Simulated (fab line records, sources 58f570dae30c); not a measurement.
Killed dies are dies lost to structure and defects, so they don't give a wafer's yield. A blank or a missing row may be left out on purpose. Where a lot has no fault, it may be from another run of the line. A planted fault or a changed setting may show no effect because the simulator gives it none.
Tool commonality check	flow berkeley-cmos170	14 lots and 42 wafers in the sample

== THE REASON FOR OPENING IT ==
2 of 14 lots carry a flag on the reading NLDD_TW at UCB170_NLDD_TW_MEAS_11. Fault-free wafers read 2207, with a standard deviation of 15.
Rule: a lot is flagged in two cases, either no wafer of it has a number, or all its wafers with numbers fall more than 4 standard deviations from that mean. As for the other lots, they are considered sound.

lot	measured	on	NLDD_TW, wafer by wafer	flag
L815	day 6 07:26	film-metro-03	2219 2229 2213	
L817	day 6 21:53	film-metro-03	2207 2213 2225	
L818	day 7 01:48	film-metro-01	2206 2216 2215	
L820	day 7 01:56	film-metro-04	2184 2175 2183	
L821	day 8 05:09	film-metro-01	2216 2212 2228	
L823	day 8 05:33	film-metro-01	2205 2219 2219	
L825	day 8 17:53	film-metro-01	2231 2220 2218	
L826	day 8 23:17	film-metro-04	2188 2189 2197	
L831	day 9 17:48	film-metro-04	2206 2189 2182	
L828	day 9 19:08	film-metro-01	2320 2330 2331	FLAGGED
L832	day 10 18:09	film-metro-04	2306 2308 2303	FLAGGED
L835	day 10 18:28	film-metro-03	2226 2217 2226	
L836	day 11 06:26	film-metro-03	2218 2213 2199	
L838	day 11 17:20	film-metro-03	2212 2217 2232	
Average over the flagged lots: 2316; offset from the usual +109, equal to +7 standard deviations.

== WHICH TOOL EACH LOT WENT THROUGH ==
The record holds 1 process step before the reading, out of a route of 331 steps. Each cell gives the tool, then ch followed by the chambers the sampled wafers passed through, then the start.
lot	flag	UCB170_NLDD_IMPLANT_09
L815		implanter-04 ch 0, day 6 07:11
L817		implanter-04 ch 0, day 6 21:38
L818		implanter-04 ch 0, day 7 01:34
L820		implanter-01 ch 0, day 7 01:43
L821		implanter-03 ch 0, day 8 04:55
L823		implanter-01 ch 0, day 8 05:16
L825		implanter-03 ch 0, day 8 17:39
L826		implanter-04 ch 0, day 8 23:02
L831		implanter-03 ch 0, day 9 17:34
L828	FLAGGED	implanter-01 ch 0, day 9 18:55
L832	FLAGGED	implanter-01 ch 0, day 10 17:53
L835		implanter-04 ch 0, day 10 18:13
L836		implanter-03 ch 0, day 11 06:11
L838		implanter-04 ch 0, day 11 17:07
What is done by these steps:
- UCB170_NLDD_IMPLANT_09
- UCB170_NLDD_TW_MEAS_11

== FLAGGED AGAINST TOTAL, ONE TOOL AT A TIME (gauges that did the reading follow at the end) ==
step	tool	lots run	flagged	share of the flagged lots	sound lots run after its first flagged lot
UCB170_NLDD_IMPLANT_09	implanter-01	4	2	all	0
UCB170_NLDD_IMPLANT_09	implanter-03	4	0	none	-
UCB170_NLDD_IMPLANT_09	implanter-04	6	0	none	-
UCB170_NLDD_TW_MEAS_11	film-metro-01	5	1	some	0
UCB170_NLDD_TW_MEAS_11	film-metro-03	5	0	none	-
UCB170_NLDD_TW_MEAS_11	film-metro-04	4	1	some	0

== WHAT IS ALLOWED BY THE TABLE ==
Rows of the table that ran each flagged lot: 1, that is implanter-01 at UCB170_NLDD_IMPLANT_09.
- implanter-01 at UCB170_NLDD_IMPLANT_09 ran 4 lots, 2 of them flagged. It ran its last sound lot, L823, at day 8 05:16 and its first flagged lot, L828, at day 9 18:55: a fault with its onset between the two fits. Its own readings lie more than 4 standard deviations out on every wafer of the flagged lots: dose-ions-cm2, faraday-current-uA.
Just one tool remains: implanter-01 at UCB170_NLDD_IMPLANT_09.

== WHAT THE SIMULATOR HAD PUT IN ==
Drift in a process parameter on implanter-01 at UCB170_NLDD_IMPLANT_09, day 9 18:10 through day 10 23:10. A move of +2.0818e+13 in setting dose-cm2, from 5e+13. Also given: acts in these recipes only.
Lots struck among those shown: L828, L832. This agrees with what the rule above found.
